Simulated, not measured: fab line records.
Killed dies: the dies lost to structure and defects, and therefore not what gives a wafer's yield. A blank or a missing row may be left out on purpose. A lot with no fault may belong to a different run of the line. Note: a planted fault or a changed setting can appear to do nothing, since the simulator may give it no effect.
Commonality check across tools	flow berkeley_cmos170	Lots sampled 9, wafers sampled 39

## THE REASON FOR OPENING IT
UCB170_PFIELD_TW_MEAS_09, reading PFIELD_TW: flagged on 4 of 9 lots. Wafers without a fault read 597, standard deviation 5.
Rule: a lot is flagged in two cases, either no wafer of it has a number, or all its wafers with numbers fall more than 4 standard deviations from that mean. As for the other lots, they are considered sound.

lot	measured	on	PFIELD_TW, wafer by wafer	flag
L378	day 4 16:22	film_metro-02	592 596 590	
L379	day 4 16:26	film_metro-01	601 603 598	
L380	day 5 04:17	film_metro-03	598 595 600	
L381	day 5 15:23	film_metro-02	588 589 592	
L382	day 5 15:38	film_metro-01	606 604 605	
L383	day 5 21:45	film_metro-01	1077 1081 1083 1074 1081 1084	FLAGGED
L385	day 5 21:50	film_metro-02	1057 1053 1048 1051 1055 1054	FLAGGED
L384	day 6 04:43	film_metro-01	1074 1074 1077 1074 1076 1074	FLAGGED
L386	day 6 08:37	film_metro-01	1074 1070 1075 1074 1070 1077	FLAGGED
Average over the flagged lots: 1070; offset from the usual +473, equal to +95 standard deviations.

## LOT BY LOT: THE TOOL USED
Before the reading, the record contains 2 process steps out of a 331-step route. In each cell: the tool, then ch and the chambers that the sampled wafers went through, then the start.
lot	flag	UCB170_PWELL_STRIP_16	UCB170_PFIELD_IMPLANT_07
L378		plasma_asher-03 ch 0,1, day 3 09:35	implanter-02 ch 0, day 4 16:07
L379		plasma_asher-04 ch 0,1, day 3 09:44	implanter-03 ch 0, day 4 16:11
L380		plasma_asher-01 ch 1, day 3 17:43	implanter-02 ch 0, day 5 04:04
L381		plasma_asher-03 ch 0,1, day 4 03:21	implanter-03 ch 0, day 5 15:10
L382		plasma_asher-01 ch 0,1, day 4 07:34	implanter-04 ch 0, day 5 15:23
L383	FLAGGED	plasma_asher-01 ch 0,1, day 4 11:16	implanter-04 ch 0, day 5 21:30
L385	FLAGGED	plasma_asher-03 ch 0,1, day 4 11:25	implanter-02 ch 0, day 5 21:38
L384	FLAGGED	plasma_asher-04 ch 0,1, day 4 20:08	implanter-02 ch 0, day 6 04:24
L386	FLAGGED	plasma_asher-03 ch 0,1, day 5 00:46	implanter-02 ch 0, day 6 08:22
What these steps do:
- UCB170_PWELL_STRIP_16: strips in O2.
- UCB170_PFIELD_IMPLANT_07
- UCB170_PFIELD_TW_MEAS_09

## FLAGGED OVER TOTAL, TOOL BY TOOL (the gauges that took the reading come last)
step	tool	lots run	flagged	share of the flagged lots	sound lots run after its first flagged lot
UCB170_PWELL_STRIP_16	plasma_asher-01	3	1	some	0
UCB170_PWELL_STRIP_16	plasma_asher-03	4	2	some	0
UCB170_PWELL_STRIP_16	plasma_asher-04	2	1	some	0
UCB170_PFIELD_IMPLANT_07	implanter-02	5	3	some	0
UCB170_PFIELD_IMPLANT_07	implanter-03	2	0	none	-
UCB170_PFIELD_IMPLANT_07	implanter-04	2	1	some	0
UCB170_PFIELD_TW_MEAS_09	film_metro-01	5	3	some	0
UCB170_PFIELD_TW_MEAS_09	film_metro-02	3	1	some	0
UCB170_PFIELD_TW_MEAS_09	film_metro-03	1	0	none	-

## WHAT THE TABLE ALLOWS
No row of the table ran every flagged lot.

## WHAT HAD BEEN PUT IN BY THE SIMULATOR
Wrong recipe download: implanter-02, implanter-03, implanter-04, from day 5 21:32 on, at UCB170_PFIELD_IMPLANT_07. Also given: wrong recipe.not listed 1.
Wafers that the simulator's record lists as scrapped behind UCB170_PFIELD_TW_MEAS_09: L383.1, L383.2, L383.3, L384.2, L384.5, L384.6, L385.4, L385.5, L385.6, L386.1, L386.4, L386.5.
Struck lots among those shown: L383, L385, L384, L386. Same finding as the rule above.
